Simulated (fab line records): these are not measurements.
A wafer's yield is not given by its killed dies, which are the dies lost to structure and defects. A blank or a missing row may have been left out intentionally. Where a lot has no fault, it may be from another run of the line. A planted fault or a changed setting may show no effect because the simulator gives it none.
Split-lot experiment -- flow rit-cmos -- 5 lots, 23 wafers read, on a route of 202 steps

THE SPLIT ITSELF
At RIT_NWELL_IMPLANT_08, the setting energy-kev was moved away from the recipe's 170 on 6 of the 23 wafers read, by -4.4% to +4.9%. This setting was run at the recipe's value on the other wafers.

The reading is taken at the split's own step.

THE READING
The simulator's own value implant.drp-nm, read by no gauge, in nm at RIT_NWELL_IMPLANT_08. The file gives no usual value for it.

wafer,"tool, chamber at the split",energy-kev as run,against the recipe,"implant.drp-nm, nm",against lot-mates on the recipe
L076.1,"implanter-02, 0",170,recipe,68.82,-
L076.2,"implanter-02, 0",170,recipe,68.82,-
L076.4,"implanter-02, 0",170,recipe,68.82,-
L076.5,"implanter-02, 0",170,recipe,68.82,-
L076.6,"implanter-02, 0",170,recipe,68.82,-
L077.1,"implanter-04, 0",162.6,-4.4%,66.61,-2.21
L077.4,"implanter-04, 0",162.6,-4.4%,66.61,-2.21
L077.2,"implanter-04, 0",170,recipe,68.82,-
L077.3,"implanter-04, 0",170,recipe,68.82,-
L077.5,"implanter-04, 0",170,recipe,68.82,-
L080.1,"implanter-03, 0",178.3,+4.9%,71.33,+2.51
L080.3,"implanter-03, 0",178.3,+4.9%,71.33,+2.51
L080.2,"implanter-03, 0",170,recipe,68.82,-
L080.4,"implanter-03, 0",170,recipe,68.82,-
L080.6,"implanter-03, 0",170,recipe,68.82,-
L079.2,"implanter-02, 0",170,recipe,68.82,-
L079.3,"implanter-02, 0",170,recipe,68.82,-
L079.5,"implanter-02, 0",170,recipe,68.82,-
L081.1,"implanter-03, 0",170,recipe,68.82,-
L081.5,"implanter-03, 0",170,recipe,68.82,-
L081.6,"implanter-03, 0",170,recipe,68.82,-
L081.2,"implanter-03, 0",164.6,-3.2%,67.21,-1.61
L081.3,"implanter-03, 0",164.6,-3.2%,67.21,-1.61

THE FIT
A straight line over all 23 wafers: implant.drp-nm changes by +0.511 nm for each +1% of energy-kev; r = +1.00; the points scatter about the line by 0.0065 nm.
The same after taking each lot's own level away (the mean of its wafers on the recipe; 23 wafers): +0.511 nm for each +1%; r = +1.00; scatter 0.0065 nm.
Per that fit: largest energy-kev move, reading shift of 2.5 nm.
The lots' own levels span 68.820 to 68.820 nm.
Hence the lot-to-lot level has little effect on the slope; both slopes agree.
Check: with one of the wafers moved furthest among these (+4.9%) left out of the fit, the line predicts +2.49 nm for it against its lot-mates. It came out at +2.51 nm against them.

OTHER SPLITS APPLIED TO THESE WAFERS
Note: prior to the reading, these wafers also went through further splits. Each is held against what the fit with the lots' levels taken away leaves over:
other split on the same wafers,wafers away from the commonest value,r with implant.drp-nm (lot level and that fit taken away)
RIT_ACTIVE_COAT_06 spin-rpm,5,-0.12
RIT_ACTIVE_EXPOSE_08 dose-mj,8,+0.44
RIT_ACTIVE_STRIP_14 pressure-mtorr,15,-0.17

THE WHOLE CHAIN: every reading that the file lists as answering this split, in the file's order
step,what it does,reading,change (the file's fit),r (the file's)
RIT_NWELL_IMPLANT_08,,"implant.rp-nm (the simulator's own value, which no gauge read)",+2.17 nm for each +1% of the setting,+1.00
RIT_NWELL_IMPLANT_08,,"implant.drp-nm (the simulator's own value, which no gauge read)",+0.511 nm for each +1% of the setting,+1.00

FILE'S OWN FIT
implant.drp-nm changes by +0.511 nm for each +1% of energy-kev, r = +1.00.
